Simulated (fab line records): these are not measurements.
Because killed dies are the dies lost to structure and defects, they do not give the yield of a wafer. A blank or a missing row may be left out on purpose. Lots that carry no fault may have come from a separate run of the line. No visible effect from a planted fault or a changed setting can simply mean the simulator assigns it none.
fab line records	flow rit-cmos
record: lots: 15	wafers: 45	last-day: 7
route steps=202 shown NWELL@36 NRETRO@59 PRETRO@73 SDANNEAL@156 M1@202
lots untouched by any fault: they come from a run of this same line in which no faults occurred
start-h: start of the lot's first displayed wafer, in hours after the record's first day	wait-h: hours since the lot's step before	" identical to the entry in the row above	L1.1+2: one row covering several wafers at once	- value missing, or start not given	* or withheld: withheld	< > ~ a bound
route shown NAME@n: a module of which the file shows steps, and the number in the route of the first	usual: mean/standard deviation taken from wafers without a fault	same: alike in all rows	chamber/n: place in a boat	sites: each site's reading	_std_site: the values' standard deviation	_edge_site: inner sites' mean taken away from outer sites' mean	radius-mm: how far each site lies from the wafer's centre	mask NAME#n: copy n	behind: the most recent tool/chamber to have shaped the wafer	hold: why the lot was held/for how many hours/how that ended	device: transistor that didn't switch, given as n, p or np	end of line: at the end of the route, the tests of the same wafers	where a step has no rows: the recipe by itself	killed: at the first sort, the dies lost to defects and structure; wafer yield is something else	map: a wafer's dies, marking killed ones x, the rest . and places with no die _
set.NAME: the run value of the setting; set.NAME@STEP: its run value at that earlier step	model.NAME: the simulator's own value behind a step, which no gauge read
one table for each step of the route and one row for each wafer, over a sample of lots
services: a tool's chamber out of use, with start hour (start-h, from the record's first day; less than 0 if before it), hours out, and reason
== steps ==
step: RIT_NWELL_IMPLANT_08
recipe: species: P	energy-kev: 170	dose-cm2: 5e+13	tilt-deg: 7
usual: dose-ions-cm2: 4.999e+13/5.8e+10	end-station-pressure-torr: 5.14e-06/2.8e-07	faraday-current-uA: 158/3.1
lot.wafer	tool	chamber	start-h	wait-h	dose-ions-cm2	end-station-pressure-torr	faraday-current-uA
L591.1	implanter-04	0	21.23	0.2	4.989e+13	5.22e-06	161
L591.4	"	0	"	"	5.005e+13	5.19e-06	159
L591.5	"	0	"	"	4.995e+13	5.1e-06	166
L593.2	implanter-01	0	30.56	0.2	5.007e+13	5.41e-06	162
L593.4	"	0	"	"	4.996e+13	5.68e-06	154
L593.5	"	0	"	"	5.007e+13	4.97e-06	161
L594.1	implanter-04	0	37.08	0.2	4.997e+13	5.09e-06	155
L594.3	"	0	"	"	4.999e+13	4.84e-06	161
L594.5	"	0	"	"	5.005e+13	5.25e-06	157
L596.1	implanter-04	0	46.17	0.2	5.004e+13	5.26e-06	157
L596.3	"	0	"	"	5.001e+13	5.16e-06	157
L596.5	"	0	"	"	5.003e+13	4.56e-06	157
L597.4	implanter-02	0	50.54	0.2	4.995e+13	5.51e-06	159
L597.5	"	0	"	"	5.003e+13	5.63e-06	156
L597.6	"	0	"	"	4.992e+13	5.16e-06	156
L600.1	implanter-04	0	66.43	0.2	4.997e+13	5.15e-06	160
L600.3	"	0	"	"	4.999e+13	5.08e-06	159
L600.5	"	0	"	"	5.005e+13	5.49e-06	163
L601.2	implanter-01	0	75.08	0.2	4.993e+13	5.03e-06	163
L601.4	"	0	"	"	5.013e+13	5.31e-06	153
L601.5	"	0	"	"	5.013e+13	5.25e-06	158
L602.2	implanter-04	0	76.52	0.2	8.007e+13	5.26e-06	251
L602.4	"	0	"	"	8.005e+13	5.41e-06	252
L602.6	"	0	"	"	7.993e+13	5.07e-06	247
L603.2	implanter-04	0	80.73	0.2	7.992e+13	5.46e-06	245
L603.4	"	0	"	"	8.001e+13	4.99e-06	254
L603.5	"	0	"	"	7.986e+13	5.48e-06	261
L604.1	implanter-04	0	95.80	0.2	8.001e+13	5.48e-06	248
L604.4	"	0	"	"	7.998e+13	5.12e-06	254
L604.5	"	0	"	"	7.999e+13	4.39e-06	255
L607.1	implanter-01	0	101.90	0.2	4.989e+13	5.04e-06	160
L607.3	"	0	"	"	4.984e+13	4.82e-06	159
L607.5	"	0	"	"	4.988e+13	4.79e-06	159
L611.2	implanter-02	0	122.42	0.2	5.001e+13	4.9e-06	159
L611.4	"	0	"	"	5.005e+13	5.42e-06	158
L611.5	"	0	"	"	4.987e+13	4.98e-06	162
L612.3	implanter-01	0	128.36	0.2	4.995e+13	5.48e-06	160
L612.4	"	0	"	"	4.995e+13	4.94e-06	158
L612.5	"	0	"	"	4.998e+13	5.09e-06	163
L613.4	implanter-02	0	132.32	0.2	5.002e+13	5.18e-06	158
L613.5	"	0	"	"	5.001e+13	5.39e-06	157
L613.6	"	0	"	"	5.002e+13	5.3e-06	157
L614.2	implanter-02	0	136.02	0.2	4.997e+13	5.09e-06	156
L614.5	"	0	"	"	5.007e+13	5.26e-06	158
L614.6	"	0	"	"	5.005e+13	5.21e-06	157
step: RIT_NWELL_TW_MEAS_10
usual: NWELL_TW: 2150/9.1
lot.wafer	tool	chamber	start-h	wait-h	hold	NWELL_TW
L591.1	film-metro-01	-	21.56	0.1	-	2151
L591.4	"	-	"	"	-	2155
L591.5	"	-	"	"	-	2160
L593.2	film-metro-02	-	30.87	0.1	-	2155
L593.4	"	-	"	"	-	2142
L593.5	"	-	"	"	-	2152
L594.1	film-metro-03	-	37.40	0.1	-	2156
L594.3	"	-	"	"	-	2160
L594.5	"	-	"	"	-	2153
L596.1	film-metro-01	-	46.49	0.1	-	2151
L596.3	"	-	"	"	-	2151
L596.5	"	-	"	"	-	2148
L597.4	film-metro-01	-	50.82	0.1	-	2143
L597.5	"	-	"	"	-	2128
L597.6	"	-	"	"	-	2133
L600.1	film-metro-02	-	66.75	0.1	-	2167
L600.3	"	-	"	"	-	2163
L600.5	"	-	"	"	-	2157
L601.2	film-metro-02	-	75.39	0.1	-	2160
L601.4	"	-	"	"	-	2159
L601.5	"	-	"	"	-	2158
L602.2	film-metro-02	-	76.83	0.1	await-dispo/0.2h/release	2493
L602.4	"	-	"	"	await-dispo/0.2h/release	2495
L602.6	"	-	"	"	await-dispo/0.2h/release	2507
L602.2	film-metro-02	-	77.12	0.3	-	2491
L602.4	"	-	"	"	-	2500
L602.6	"	-	"	"	-	2481
L603.2	film-metro-02	-	81.04	0.1	await-dispo/0.2h/release	2499
L603.4	"	-	"	"	await-dispo/0.2h/release	2482
L603.5	"	-	"	"	await-dispo/0.2h/release	2502
L603.2	film-metro-02	-	81.26	0.2	-	2497
L603.4	"	-	"	"	-	2504
L603.5	"	-	"	"	-	2505
L604.1	film-metro-03	-	96.12	0.1	await-dispo/0.2h/release	2469
L604.4	"	-	"	"	await-dispo/0.2h/release	2496
L604.5	"	-	"	"	await-dispo/0.2h/release	2477
L604.1	film-metro-03	-	96.35	0.2	-	2477
L604.4	"	-	"	"	-	2498
L604.5	"	-	"	"	-	2492
L607.1	film-metro-01	-	102.23	0.1	-	2148
L607.3	"	-	"	"	-	2163
L607.5	"	-	"	"	-	2161
L611.2	film-metro-03	-	122.73	0.1	-	2150
L611.4	"	-	"	"	-	2147
L611.5	"	-	"	"	-	2140
L612.3	film-metro-02	-	128.65	0.1	-	2152
L612.4	"	-	"	"	-	2144
L612.5	"	-	"	"	-	2150
L613.4	film-metro-02	-	132.60	0.1	-	2149
L613.5	"	-	"	"	-	2165
L613.6	"	-	"	"	-	2143
L614.2	film-metro-01	-	136.33	0.1	-	2156
L614.5	"	-	"	"	-	2151
L614.6	"	-	"	"	-	2157
step: RIT_WELLDRIVE_RS_MEAS_01
recipe: thk-meas-gauge: four-point-probe
usual: NWELL_RS: 275.6/0.73
lot.wafer	tool	chamber	start-h	wait-h	hold	NWELL_RS[ohm/sq]
L591.1	film-metro-01	-	28.49	0.0	-	274.5
L591.4	"	-	"	"	-	275.4
L591.5	"	-	"	"	-	275.1
L593.2	film-metro-02	-	37.60	0.0	-	275.4
L593.4	"	-	"	"	-	275.8
L593.5	"	-	"	"	-	275.7
L594.1	film-metro-02	-	44.10	0.0	-	276.7
L594.3	"	-	"	"	-	276.4
L594.5	"	-	"	"	-	275.3
L596.1	film-metro-02	-	53.18	0.0	-	275.8
L596.3	"	-	"	"	-	275.0
L596.5	"	-	"	"	-	274.9
L597.4	film-metro-02	-	57.80	0.1	-	276.1
L597.5	"	-	"	"	-	275.8
L597.6	"	-	"	"	-	276.1
L600.1	film-metro-03	-	74.56	0.0	-	276.3
L600.3	"	-	"	"	-	275.9
L600.5	"	-	"	"	-	275.2
L601.2	film-metro-02	-	82.22	0.0	-	275.2
L601.4	"	-	"	"	-	274.9
L601.5	"	-	"	"	-	274.7
L602.2	film-metro-03	-	87.36	0.1	await-dispo/0.2h/release	208.9
L602.4	"	-	"	"	await-dispo/0.2h/release	208.6
L602.6	"	-	"	"	await-dispo/0.2h/release	209.1
L602.2	film-metro-03	-	87.72	0.3	-	208.5
L602.4	"	-	"	"	-	208.3
L602.6	"	-	"	"	-	208.9
L603.2	film-metro-02	-	89.47	0.0	await-dispo/0.2h/release	207.9
L603.4	"	-	"	"	await-dispo/0.2h/release	208.1
L603.5	"	-	"	"	await-dispo/0.2h/release	207.3
L603.2	film-metro-02	-	89.75	0.3	-	207.9
L603.4	"	-	"	"	-	208.0
L603.5	"	-	"	"	-	207.5
L604.1	film-metro-01	-	105.81	0.0	await-dispo/0.2h/release	208.2
L604.4	"	-	"	"	await-dispo/0.2h/release	207.8
L604.5	"	-	"	"	await-dispo/0.2h/release	208.4
L604.1	film-metro-01	-	106.10	0.3	-	207.8
L604.4	"	-	"	"	-	207.8
L604.5	"	-	"	"	-	208.6
L607.1	film-metro-03	-	109.68	0.0	-	276.3
L607.3	"	-	"	"	-	276.1
L607.5	"	-	"	"	-	275.7
L611.2	film-metro-02	-	129.98	0.0	-	275.0
L611.4	"	-	"	"	-	275.3
L611.5	"	-	"	"	-	275.0
L612.3	film-metro-02	-	135.39	0.0	-	275.3
L612.4	"	-	"	"	-	276.3
L612.5	"	-	"	"	-	275.3
L613.4	film-metro-01	-	139.45	0.1	-	273.4
L613.5	"	-	"	"	-	274.2
L613.6	"	-	"	"	-	275.3
L614.2	film-metro-02	-	143.25	0.0	-	275.2
L614.5	"	-	"	"	-	276.6
L614.6	"	-	"	"	-	275.6
step: RIT_NRETRO_OVL_MEAS_06
usual: NRETRO_OVL: 0.7/1.2
lot.wafer	tool	chamber	start-h	wait-h	NRETRO_OVL[nm]
L591.1	overlay-01	-	29.88	-	1.8
L591.4	"	-	"	"	2.7
L591.5	"	-	"	"	2.1
L593.2	overlay-01	-	38.95	-	3.7
L593.4	"	-	"	"	2.2
L593.5	"	-	"	"	3.1
L594.1	overlay-02	-	45.37	-	-0.8
L594.3	"	-	"	"	0.2
L594.5	"	-	"	"	-0.3
L596.1	overlay-02	-	54.43	-	-1.2
L596.3	"	-	"	"	-1.0
L596.5	"	-	"	"	1.5
L597.4	overlay-01	-	58.89	-	-2.0
L597.5	"	-	"	"	0.3
L597.6	"	-	"	"	-0.6
L600.1	overlay-02	-	75.80	-	0.6
L600.3	"	-	"	"	1.3
L600.5	"	-	"	"	-0.2
L601.2	overlay-02	-	83.45	-	0.3
L601.4	"	-	"	"	1.7
L601.5	"	-	"	"	0.4
L607.1	overlay-01	-	111.14	-	-0.3
L607.3	"	-	"	"	-0.9
L607.5	"	-	"	"	0.1
L611.2	overlay-02	-	131.09	-	-0.1
L611.4	"	-	"	"	1.2
L611.5	"	-	"	"	-0.1
L612.3	overlay-01	-	136.48	-	1.0
L612.4	"	-	"	"	0.3
L612.5	"	-	"	"	1.4
L613.4	overlay-02	-	140.77	-	0.9
L613.5	"	-	"	"	1.0
L613.6	"	-	"	"	1.3
L614.2	overlay-01	-	144.40	-	0.4
L614.5	"	-	"	"	-1.9
L614.6	"	-	"	"	-0.5
step: RIT_PRETRO_STRIP_09
recipe: chemistry: O2	time-s: 180	resist: NOVOLAK	platen-temp-c: withheld	power-w: 500	pressure-mtorr: 4000	o2-flow-sccm: 4000
usual: drypump-motor-current-A: 5.7/0.49
lot.wafer	tool	chamber	start-h	wait-h	drypump-motor-current-A	rf-hours-counter-h
L591.1	plasma-asher-02	1	31.87	0.1	5.1	22
L591.4	"	0	"	"	6.1	-
L591.5	"	1	"	"	5.1	-
L593.2	plasma-asher-02	1	40.93	0.1	5.1	23
L593.4	"	1	"	"	5.1	-
L593.5	"	0	"	"	6.1	-
L594.1	plasma-asher-02	1	47.55	0.1	5.1	24
L594.3	"	1	"	"	5.1	-
L594.5	"	1	"	"	5.1	-
L596.1	plasma-asher-03	0	56.54	0.1	5.2	43
L596.3	"	0	"	"	5.1	-
L596.5	"	1	"	"	6.1	-
L597.4	plasma-asher-03	1	60.95	0.1	6.1	-
L597.5	"	1	"	"	6.1	-
L597.6	"	0	"	"	5.1	-
L600.1	plasma-asher-04	1	78.13	0.1	6.3	44
L600.3	"	0	"	"	5.8	-
L600.5	"	1	"	"	6.3	-
L601.2	plasma-asher-03	1	85.75	0.2	6.1	45
L601.4	"	1	"	"	6.1	-
L601.5	"	0	"	"	5.1	-
L607.1	plasma-asher-02	1	113.20	0.1	5.1	31
L607.3	"	1	"	"	5.1	-
L607.5	"	0	"	"	6.2	-
L611.2	plasma-asher-03	0	133.45	0.1	5.1	50
L611.4	"	1	"	"	6.1	-
L611.5	"	1	"	"	6.1	-
L612.3	plasma-asher-02	0	138.64	0.1	6.1	-
L612.4	"	1	"	"	5.1	-
L612.5	"	1	"	"	5.1	-
L613.4	plasma-asher-04	1	142.80	0.1	6.3	-
L613.5	"	1	"	"	6.3	-
L613.6	"	0	"	"	5.9	-
L614.2	plasma-asher-04	0	146.54	0.1	5.9	3
L614.5	"	0	"	"	5.9	-
L614.6	"	1	"	"	6.3	-
step: RIT_SDANNEAL_RTA_03
recipe: temp-c: 1050	time-s: 5	idle-temp-c: 600	ramp-up-c-per-s: 342	ramp-down-c-per-s: 171	cool-to-c: 600	ambient: N2
usual: wafer_temp_C_max: 1053.7/1.3
lot.wafer	tool	chamber	start-h	wait-h	wafer_temp_C_max
L591.1	rtp-anneal-02	0	49.99	0.0	1053.5
L591.4	"	0	"	"	1052.3
L591.5	"	0	"	"	1052.6
L593.2	rtp-anneal-02	0	60.20	0.0	1053.3
L593.4	"	0	"	"	1052.2
L593.5	"	0	"	"	1054.0
L594.1	rtp-anneal-01	0	66.79	0.0	1053.3
L594.3	"	0	"	"	1053.3
L594.5	"	0	"	"	1053.8
L596.1	rtp-anneal-01	0	75.29	0.0	1054.2
L596.3	"	0	"	"	1054.0
L596.5	"	0	"	"	1055.7
L597.4	rtp-anneal-02	0	79.95	0.0	1054.3
L597.5	"	0	"	"	1051.7
L597.6	"	0	"	"	1054.2
L600.1	rtp-anneal-01	0	99.74	0.0	1054.5
L600.3	"	0	"	"	1055.6
L600.5	"	0	"	"	1052.6
L601.2	rtp-anneal-01	0	112.31	0.0	1054.7
L601.4	"	0	"	"	1054.1
L601.5	"	0	"	"	1056.1
L607.1	rtp-anneal-02	0	134.89	0.0	1051.0
L607.3	"	0	"	"	1052.3
L607.5	"	0	"	"	1052.5
L611.2	rtp-anneal-02	0	153.13	0.0	1052.8
L611.4	"	0	"	"	1052.8
L611.5	"	0	"	"	1055.3
L612.3	rtp-anneal-01	0	157.24	0.0	1053.3
L612.4	"	0	"	"	1053.0
L612.5	"	0	"	"	1053.2
L613.4	rtp-anneal-02	0	160.89	0.0	1054.3
L613.5	"	0	"	"	1053.5
L613.6	"	0	"	"	1053.8
L614.2	rtp-anneal-01	0	165.20	0.0	1053.1
L614.5	"	0	"	"	1052.7
L614.6	"	0	"	"	1052.4
step: RIT_M1_PROBE_99
usual: defect-limited-yield: 97.5/1.2	killed-at-contacts: 0.1/0.23	killed-at-front-end: 7/3	killed-dies: 7/3.1	killed-on-rim: 1.9/1.5	killed-open: 3.3/2.1	killed-short: 3.3/2	sort_bin_3_pad_short: 0.1/0.22	sort_bin_5_function: 1.4/0.8	sort_bin_6_memory: 1.0/0.65	sort-n-pass: 257/3.1	sort-yield-pct: 97.5/1.2
same: gross-dies: 264	killed_at_M0_to_M3: 0	killed_at_M4_up: 0	killed-at-back-side: 0	killed-at-other: 0
lot.wafer	tool	chamber	start-h	wait-h	defect-limited-yield[%]	killed-at-contacts	killed-at-front-end	killed-dies	killed-on-rim	killed-open	killed-short	sort_bin_3_pad_short[%]	sort_bin_5_function[%]	sort_bin_6_memory[%]	sort-n-pass	sort-yield-pct[%]
L591.1	prober-02	-	58.67	0.1	95.5	0	12	12	4	7	5	0	1.9	2.7	252	95.5
L591.4	prober-02	-	58.82	0.2	96.2	0	10	10	2	2	8	0.4	3.0	0.4	254	96.2
L591.5	prober-02	-	58.87	0.2	95.1	0	13	13	3	9	4	0.4	1.9	2.7	251	95.1
L593.2	prober-02	-	67.69	0.1	97.7	0	6	6	4	3	3	0	1.1	1.1	258	97.7
L593.4	prober-02	-	67.79	0.2	97.3	1	6	7	2	4	3	0.4	1.1	1.1	257	97.3
L593.5	prober-02	-	67.84	0.2	97.7	0	6	6	2	2	4	0	1.9	0.4	258	97.7
L594.1	prober-01	-	74.29	0.1	95.5	0	12	12	3	3	9	0	3.8	0.8	252	95.5
L594.3	prober-01	-	74.39	0.2	97.7	0	6	6	1	1	5	0	1.1	1.1	258	97.7
L594.5	prober-01	-	74.49	0.2	95.8	0	11	11	1	7	4	0	2.3	1.9	253	95.8
L596.1	prober-01	-	83.82	0.1	97.0	0	8	8	2	2	6	0	2.3	0.8	256	97.0
L596.3	prober-01	-	83.92	0.2	96.6	0	9	9	4	3	6	0.4	1.5	1.5	255	96.6
L596.5	prober-01	-	84.02	0.2	95.8	0	11	11	2	5	6	0.4	1.9	1.9	253	95.8
L597.4	prober-02	-	92.46	0.2	93.9	1	15	16	4	9	7	0.4	4.5	1.1	248	93.9
L597.5	prober-02	-	92.51	0.2	95.8	0	11	11	6	9	2	0	2.7	1.5	253	95.8
L597.6	prober-02	-	92.56	0.2	98.5	0	4	4	0	2	2	0	0.4	1.1	260	98.5
L600.1	prober-01	-	107.88	0.1	98.1	0	5	5	2	2	3	0.4	0.8	0.8	259	98.1
L600.3	prober-01	-	107.98	0.2	97.3	0	7	7	1	2	5	0	1.1	1.5	257	97.3
L600.5	prober-01	-	108.08	0.2	97.7	0	6	6	0	2	4	0	1.9	0.4	258	97.7
L601.2	prober-01	-	120.53	0.1	96.6	0	9	9	3	4	5	0	1.9	1.5	255	96.6
L601.4	prober-01	-	120.63	0.2	98.9	0	3	3	1	3	0	0	1.1	0	261	98.9
L601.5	prober-01	-	120.68	0.2	95.5	0	12	12	4	8	4	0.4	2.3	1.9	252	95.5
L607.1	prober-02	-	143.67	0.1	97.7	0	6	6	2	1	5	0	0.8	1.5	258	97.7
L607.3	prober-02	-	143.77	0.2	97.0	0	8	8	2	5	3	0.4	2.3	0.4	256	97.0
L607.5	prober-02	-	143.87	0.2	95.8	0	11	11	0	7	4	0	1.5	2.7	253	95.8
L611.2	prober-02	-	165.10	0.1	97.3	1	6	7	2	2	5	0.4	1.1	1.1	257	97.3
L611.4	prober-02	-	165.20	0.2	98.1	0	5	5	1	2	3	0.4	1.1	0.4	259	98.1
L611.5	prober-02	-	165.25	0.2	98.5	0	4	4	0	1	3	0	0.4	1.1	260	98.5
L612.3	prober-01	-	165.15	0.2	96.6	0	9	9	5	4	5	0.4	2.7	0.4	255	96.6
L612.4	prober-01	-	165.20	0.2	97.3	0	7	7	1	4	3	0	1.9	0.8	257	97.3
L612.5	prober-01	-	165.25	0.2	97.7	0	6	6	3	5	1	0	1.5	0.8	258	97.7
L613.4	prober-02	-	169.96	0.2	95.5	0	12	12	6	7	5	0.4	2.7	1.5	252	95.5
L613.5	prober-02	-	170.01	0.2	95.5	0	12	12	4	8	4	0.4	3.4	0.8	252	95.5
L613.6	prober-02	-	170.06	0.2	97.3	0	7	7	2	2	5	0.4	1.5	0.8	257	97.3
L614.2	prober-01	-	172.99	0.1	99.6	0	1	1	0	1	0	0	0	0.4	263	99.6
L614.5	prober-01	-	173.14	0.2	97.3	0	7	7	2	6	1	0	1.5	1.1	257	97.3
L614.6	prober-01	-	173.19	0.2	98.1	0	5	5	1	3	2	0.4	0.8	0.8	259	98.1
killed by level:class
L591.1 GATE:geometric-particle:open=3 REOX:geometric-particle:short=2 SILICIDE:geometric-particle:open=2 SILICIDE:geometric-particle:short=2 FOX1:geometric-particle:open=1 FOX1:geometric-particle:short=1 REOX:geometric-particle:open=1
L591.4 FOX1:geometric-particle:short=5 FOX1:geometric-particle:open=2 GATE:geometric-particle:short=2 SILICIDE:geometric-particle:short=1
L591.5 GATE:geometric-particle:open=3 REOX:geometric-particle:open=2 FOX1:geometric-particle:short=1 FOX1:geometric-particle:open=1 FOX2:geometric-particle:open=1 REOX:geometric-particle:short=1 SPACER:geometric-particle:short=1 SPACER:geometric-particle:open=1
L593.2 FOX1:geometric-particle:open=2 FOX1:geometric-particle:short=1 FOX2:geometric-particle:short=1 GATE:geometric-particle:open=1 SPACER:geometric-particle:short=1
L593.4 GATE:geometric-particle:open=4 SPACER:geometric-particle:short=2 CONTACT:geometric-particle:short=1
L593.5 SILICIDE:geometric-particle:open=2 FOX1:geometric-particle:short=1 FOX2:geometric-particle:short=1 GATE:geometric-particle:short=1 SILICIDE:geometric-particle:short=1
L594.1 REOX:geometric-particle:short=3 GATE:geometric-particle:open=2 GATE:geometric-particle:short=2 SPACER:geometric-particle:short=2 FOX1:geometric-particle:short=1 REOX:geometric-particle:open=1 SILICIDE:geometric-particle:short=1
L594.3 GATE:geometric-particle:short=3 FOX1:geometric-particle:short=2 SILICIDE:geometric-particle:open=1
L594.5 GATE:geometric-particle:short=3 SILICIDE:geometric-particle:open=3 SPACER:geometric-particle:open=2 FOX1:geometric-particle:open=1 FOX2:geometric-particle:open=1 SPACER:geometric-particle:short=1
L596.1 GATE:geometric-particle:short=4 ACTIVE:geometric-particle:open=1 REOX:geometric-particle:short=1 SPACER:geometric-particle:short=1 SILICIDE:geometric-particle:open=1
L596.3 GATE:geometric-particle:short=3 REOX:geometric-particle:short=2 FOX1:geometric-particle:short=1 GATE:geometric-particle:open=1 SPACER:geometric-particle:open=1 SILICIDE:geometric-particle:open=1
L596.5 FOX1:geometric-particle:open=4 GATE:geometric-particle:short=2 SILICIDE:geometric-particle:short=2 FOX1:geometric-particle:short=1 GATE:geometric-particle:open=1 SPACER:geometric-particle:short=1
L597.4 FOX2:geometric-particle:open=4 SILICIDE:geometric-particle:open=4 REOX:geometric-particle:short=2 SILICIDE:geometric-particle:short=2 FOX2:geometric-particle:short=1 GATE:geometric-particle:short=1 GATE:geometric-particle:open=1 CONTACT:geometric-particle:short=1
L597.5 REOX:geometric-particle:open=4 FOX1:geometric-particle:open=3 SILICIDE:geometric-particle:open=2 FOX1:geometric-particle:short=1 SILICIDE:geometric-particle:short=1
L597.6 FOX1:geometric-particle:open=2 FOX1:geometric-particle:short=1 FOX2:geometric-particle:short=1
L600.1 FOX1:geometric-particle:short=1 FOX1:geometric-particle:open=1 GATE:geometric-particle:short=1 REOX:geometric-particle:short=1 REOX:geometric-particle:open=1
L600.3 REOX:geometric-particle:short=2 FOX1:geometric-particle:short=1 FOX2:geometric-particle:short=1 REOX:geometric-particle:open=1 SPACER:geometric-particle:short=1 SPACER:geometric-particle:open=1
L600.5 FOX1:geometric-particle:short=2 FOX1:geometric-particle:open=1 GATE:geometric-particle:short=1 SPACER:geometric-particle:open=1 SPACER:geometric-particle:short=1
L601.2 FOX1:geometric-particle:short=2 REOX:geometric-particle:short=2 SPACER:geometric-particle:open=2 FOX2:geometric-particle:short=1 REOX:geometric-particle:open=1 SILICIDE:geometric-particle:open=1
L601.4 GATE:geometric-particle:open=1 SPACER:geometric-particle:open=1 SILICIDE:geometric-particle:open=1
L601.5 GATE:geometric-particle:open=3 REOX:geometric-particle:open=2 FOX1:geometric-particle:open=1 FOX1:geometric-particle:short=1 REOX:geometric-particle:short=1 SPACER:geometric-particle:open=1 SPACER:geometric-particle:short=1 SILICIDE:geometric-particle:open=1
L607.1 REOX:geometric-particle:short=2 SILICIDE:geometric-particle:short=2 FOX1:geometric-particle:short=1 REOX:geometric-particle:open=1
L607.3 GATE:geometric-particle:short=3 GATE:geometric-particle:open=2 FOX2:geometric-particle:open=1 REOX:geometric-particle:open=1 SILICIDE:geometric-particle:open=1
L607.5 REOX:geometric-particle:open=3 GATE:geometric-particle:open=2 REOX:geometric-particle:short=2 SILICIDE:geometric-particle:open=2 FOX2:geometric-particle:short=1 GATE:geometric-particle:short=1
L611.2 REOX:geometric-particle:short=2 GATE:geometric-particle:open=1 GATE:geometric-particle:short=1 SILICIDE:geometric-particle:open=1 SILICIDE:geometric-particle:short=1 CONTACT:geometric-particle:short=1
L612.3 GATE:geometric-particle:open=3 GATE:geometric-particle:short=3 FOX1:geometric-particle:open=1 FOX1:geometric-particle:short=1 SILICIDE:geometric-particle:short=1
L611.4 REOX:geometric-particle:short=2 SPACER:geometric-particle:open=2 SPACER:geometric-particle:short=1
L612.4 SPACER:geometric-particle:open=2 SILICIDE:geometric-particle:short=2 GATE:geometric-particle:open=1 REOX:geometric-particle:short=1 SILICIDE:geometric-particle:open=1
L611.5 SILICIDE:geometric-particle:short=2 FOX1:geometric-particle:open=1 FOX2:geometric-particle:short=1
L612.5 FOX2:geometric-particle:open=2 REOX:geometric-particle:open=2 REOX:geometric-particle:short=1 SILICIDE:geometric-particle:open=1
L613.4 SILICIDE:geometric-particle:open=5 FOX1:geometric-particle:short=2 FOX2:geometric-particle:open=2 GATE:geometric-particle:short=2 REOX:geometric-particle:short=1
L613.5 SPACER:geometric-particle:short=3 REOX:geometric-particle:open=2 SPACER:geometric-particle:open=2 SILICIDE:geometric-particle:open=2 FOX1:geometric-particle:open=1 GATE:geometric-particle:open=1 GATE:geometric-particle:short=1
L613.6 REOX:geometric-particle:short=2 SILICIDE:geometric-particle:open=2 GATE:geometric-particle:short=1 SPACER:geometric-particle:short=1 SILICIDE:geometric-particle:short=1
L614.2 FOX1:geometric-particle:open=1
L614.5 FOX2:geometric-particle:open=2 FOX2:geometric-particle:short=1 GATE:geometric-particle:open=1 REOX:geometric-particle:open=1 SPACER:geometric-particle:open=1 SILICIDE:geometric-particle:open=1
L614.6 FOX1:geometric-particle:open=1 FOX1:geometric-particle:short=1 FOX2:geometric-particle:short=1 GATE:geometric-particle:open=1 SILICIDE:geometric-particle:open=1
== services ==
tool	chamber	start-h	hours	kind
implanter-02	-	11.37	10.5	pm
plasma-asher-02	-	25.15	1.0	repair
implanter-02	-	25.20	4.3	repair
plasma-asher-04	-	71.89	1.8	repair
plasma-asher-03	-	86.78	4.0	pm
implanter-04	-	90.73	4.1	pm
implanter-04	-	96.55	3.2	repair
plasma-asher-04	-	108.75	9.0	pm
plasma-asher-04	0	108.75	9.0	vent-cycle
plasma-asher-04	1	108.75	9.0	vent-cycle
rtp-anneal-01	-	109.23	1.1	pm
plasma-asher-04	0	117.75	-	clean
plasma-asher-04	1	117.75	-	clean
implanter-01	-	123.12	0.5	repair
plasma-asher-04	-	126.51	5.2	repair
plasma-asher-04	-	157.55	14.6	pm
== key ==
first-sign: step: RIT_NWELL_IMPLANT_08	reading: dose-ions-cm2	direction: up	sigmas: 99+	usual: 4.999e+13	struck: 7.998e+13
effect: step: RIT_NWELL_IMPLANT_08	reading: faraday-current-uA	direction: up	sigmas: 30	usual: 158	struck: 252
effect: step: RIT_NWELL_TW_MEAS_10	reading: visit	direction: added
effect: step: RIT_NWELL_TW_MEAS_10	reading: NWELL_TW	direction: up	sigmas: 37	usual: 2150	struck: 2491
effect: step: RIT_WELLDRIVE_RS_MEAS_01	reading: visit	direction: added
effect: step: RIT_WELLDRIVE_RS_MEAS_01	reading: NWELL_RS	direction: down	sigmas: 92	usual: 275.6	struck: 208.2
met-at RIT_NWELL_IMPLANT_08
struck-lots L602,L603,L604
scrapped-behind RIT_WELLDRIVE_RS_MEAS_01 L602.2,L602.4,L602.6,L603.2,L603.4,L603.5,L604.1,L604.4,L604.5
not-acting-at RIT_NRETRO_OVL_MEAS_06,RIT_PRETRO_STRIP_09,RIT_SDANNEAL_RTA_03
onset-between 66.43 76.52
fault: kind: process-parameter-drift	tool: implanter-04	chamber: -	onset-h: 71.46	steps: RIT_NWELL_IMPLANT_08	channel: dose-cm2	offset: 3e+13	shape: step	end-h: 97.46	acts-in: these-recipes-only	stated: 5e+13
